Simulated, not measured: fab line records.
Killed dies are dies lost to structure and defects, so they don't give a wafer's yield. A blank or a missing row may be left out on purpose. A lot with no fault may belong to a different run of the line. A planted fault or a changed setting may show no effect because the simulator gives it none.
2 desks, one fault + flow berkeley-cmos170 + what lay behind the numbers comes last; until then each desk has only its own

THE METROLOGY DESK
Means of the sampled wafers that have a number, per lot and without regard to the tool the lot ran on: this is what the gauges read. The brackets show how far a lot's mean lies from the usual mean; more than 4 standard deviations puts the lot out of limits, marked OUT.
Columns: A = FIELD_OXIDE_LEFT_1_THK at UCB170_FIELD_THK_MEAS_90, usual 440 nm; B = M1_AL_RS at UCB170_M1_RS_MEAS_01, usual 0.0485 ohm/sq; C = M1_AL_THK at UCB170_M1_THK_MEAS_02, usual 604 nm; D = M3_OVL at UCB170_M3_OVL_MEAS_16, usual -2 nm
| lot  | first seen here | A   | B                | C              | D   |
|------|-----------------|-----|------------------|----------------|-----|
| L235 | day 5 16:56     | 435 | 0.0483           | 606            | -6  |
| L237 | day 6 03:41     | 437 | 0.0485           | 606            | 2   |
| L239 | day 6 11:14     | 441 | 0.0486           | 605            | -11 |
| L240 | day 6 16:03     | 435 | 0.0476           | 618            | -2  |
| L244 | day 7 19:07     | 430 | 0.0588 (+14) OUT | 529 (-6.8) OUT | 10  |
| L247 | day 8 03:03     | 430 | 0.0474           | 613            | -9  |
| L248 | day 8 03:03     | 428 | 0.0486           | 599            | -3  |
| L249 | day 8 03:04     | 445 | 0.0487           | 600            | -1  |
| L246 | day 8 03:07     | 432 | 0.0492           | 592            | -4  |
| L245 | day 8 03:07     | 454 | 0.0703 (+30) OUT | 440 (-15) OUT  | -14 |
| L250 | day 8 03:08     | 439 | 0.0484           | 611            | -6  |
| L253 | day 9 05:16     | 458 | 0.0479           | 607            | -9  |
| L254 | day 9 05:17     | 445 | 0.0492           | 592            | 2   |
| L256 | day 10 00:52    | 449 | 0.0477           | 613            | -1  |
Finding of this desk: L244, L245 out of limits, first seen on L244 at day 9 17:29 (M1_AL_RS at UCB170_M1_RS_MEAS_01). L235, L237, L239, L240, L247, L248, L249, L246, L250, L253, L254, L256 stayed within limits.

TOOL OWNER'S DESK, pvd-sputter-04
The tool's own readings at UCB170_M1_SPUTTER_00 (material Al, target thk 600 nm, time 80 s): means of the sampled wafers that have a number, for each lot that ran on this tool. The brackets show how far a lot's mean lies from the usual mean; more than 4 standard deviations puts the lot out of limits, marked OUT.
Columns: A = chamber-pressure-pa at UCB170_M1_SPUTTER_00, usual 0.5000 Pa; B = throttle-valve-pct at UCB170_M1_SPUTTER_00, usual 30.5 %
| lot  | first seen here | A      | B    |
|------|-----------------|--------|------|
| L239 | day 8 18:17     | 0.5003 | 30.4 |
| L240 | day 9 05:55     | 0.5004 | 30.5 |
| L244 | day 9 17:26     | 0.4998 | 29.6 |
| L245 | day 10 13:17    | 0.5001 | 29.9 |
This desk's finding: nothing out of limits on any of the 4 lots.

PUT TOGETHER
An alarm was possible from the metrology desk at day 9 17:29, on L244, L245.
The tool owner's desk saw nothing out of limits.
Tool owner's desk: L244, L245 on record, inside its limits.
All the named lots went through UCB170_M1_SPUTTER_00 on pvd-sputter-04.

WHAT THE SIMULATOR HAD PUT IN
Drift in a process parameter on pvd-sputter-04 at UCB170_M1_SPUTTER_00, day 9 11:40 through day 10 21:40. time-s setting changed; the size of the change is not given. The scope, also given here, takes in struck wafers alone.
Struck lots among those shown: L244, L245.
Hours from the fault's start to each desk's first reading out of limits: the metrology desk, 6.
